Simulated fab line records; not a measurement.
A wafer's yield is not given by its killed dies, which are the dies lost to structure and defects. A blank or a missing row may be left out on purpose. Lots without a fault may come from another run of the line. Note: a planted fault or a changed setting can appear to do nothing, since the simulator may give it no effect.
2 desks looking at one fault || flow berkeley cmos170 || each desk holds nothing but its own numbers, with what lay behind them at the end

== THE METROLOGY DESK ==
Means of the sampled wafers that have a number, per lot and without regard to the tool the lot ran on: this is what the gauges read. Any lot whose mean is over 4 standard deviations away from the usual mean is out of limits and marked OUT; that distance is given in the brackets.
Columns: A = PVT_TW at UCB170_PVT_TW_MEAS_09, usual 508; B = GATE_POLY_THK at UCB170_GATE_THK_MEAS_05, usual 214.0 nm; C = cd nm at UCB170_NLDD_CD_MEAS_06, usual 1199.7 nm; D = cd nm at UCB170_NSD_CD_MEAS_06, usual 1200.2 nm
{"lot": "L349", "first seen here": "day 6 14:28", "A": 503, "B": 217.8, "C": 1199.4, "D": 1200.7}
{"lot": "L352", "first seen here": "day 7 01:43", "A": 514, "B": 213.0, "C": 1199.0, "D": 1199.7}
{"lot": "L351", "first seen here": "day 7 02:19", "A": 512, "B": 214.5, "C": 1200.6, "D": 1202.9}
{"lot": "L354", "first seen here": "day 7 15:34", "A": 504, "B": 213.9, "C": 1199.5, "D": 1199.4}
{"lot": "L356", "first seen here": "day 7 18:43", "A": 513, "B": 215.3, "C": 1198.4, "D": 1202.6}
{"lot": "L357", "first seen here": "day 8 15:26", "A": 502, "B": 214.8, "C": 1201.6, "D": 1201.1}
{"lot": "L363", "first seen here": "day 10 03:32", "A": 507, "B": 213.5, "C": "1210.7 (+7.9) OUT", "D": 1200.5}
{"lot": "L365", "first seen here": "day 10 21:35", "A": 504, "B": 213.5, "C": "1208.4 (+6.2) OUT", "D": 1198.6}
{"lot": "L368", "first seen here": "day 10 21:49", "A": 502, "B": 211.8, "C": 1202.3, "D": 1200.2}
{"lot": "L367", "first seen here": "day 10 21:57", "A": 515, "B": 215.2, "C": 1198.2, "D": 1198.6}
{"lot": "L369", "first seen here": "day 11 03:10", "A": 506, "B": 212.5, "C": 1197.8, "D": 1201.4}
{"lot": "L370", "first seen here": "day 11 03:27", "A": 505, "B": 215.6, "C": 1199.9, "D": 1200.1}
{"lot": "L372", "first seen here": "day 11 17:49", "A": 506, "B": 211.1, "C": 1199.3, "D": 1199.7}
{"lot": "L371", "first seen here": "day 11 18:06", "A": 506, "B": 211.7, "C": 1198.9, "D": 1198.5}
This desk's verdict: out of limits on L363, L365, starting with L363 at day 10 22:48 (cd nm at UCB170_NLDD_CD_MEAS_06). L349, L352, L351, L354, L356, L357, L368, L367, L369, L370, L372, L371: within limits.

== TOOL OWNER'S DESK, litho track-04 ==
UCB170_NLDD_PEB_04, tool's own readings: per-lot mean of the sampled wafers with a number, covering each lot this tool ran. Any lot whose mean is over 4 standard deviations away from the usual mean is out of limits and marked OUT; that distance is given in the brackets.
Columns: A = plate temp C at UCB170_NLDD_PEB_04, usual 129.99 C
{"lot": "L349", "first seen here": "day 7 14:43", "A": 129.68}
{"lot": "L351", "first seen here": "day 7 19:37", "A": 130.01}
{"lot": "L352", "first seen here": "day 7 19:52", "A": 130.07}
{"lot": "L354", "first seen here": "day 8 16:05", "A": 130.03}
{"lot": "L357", "first seen here": "day 9 10:37", "A": 130.02}
{"lot": "L363", "first seen here": "day 10 22:32", "A": 130.28}
{"lot": "L365", "first seen here": "day 11 21:00", "A": 129.91}
Result from this desk: across the 7 lots, nothing is out of limits.

== BROUGHT TOGETHER ==
At day 10 22:48 the metrology desk could have sounded an alarm, on L363, L365.
The tool owner's desk saw nothing out of limits.
The tool owner's desk has L363, L365 on record, within its limits.
All the named lots went through UCB170_NLDD_PEB_04 on litho track-04.

== WHAT WAS PUT IN BY THE SIMULATOR ==
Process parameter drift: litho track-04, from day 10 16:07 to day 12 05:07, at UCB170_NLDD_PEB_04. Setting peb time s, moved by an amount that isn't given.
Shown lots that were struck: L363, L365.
Time in hours between the start of the fault and the first out-of-limits reading at each desk: metrology desk, 7.
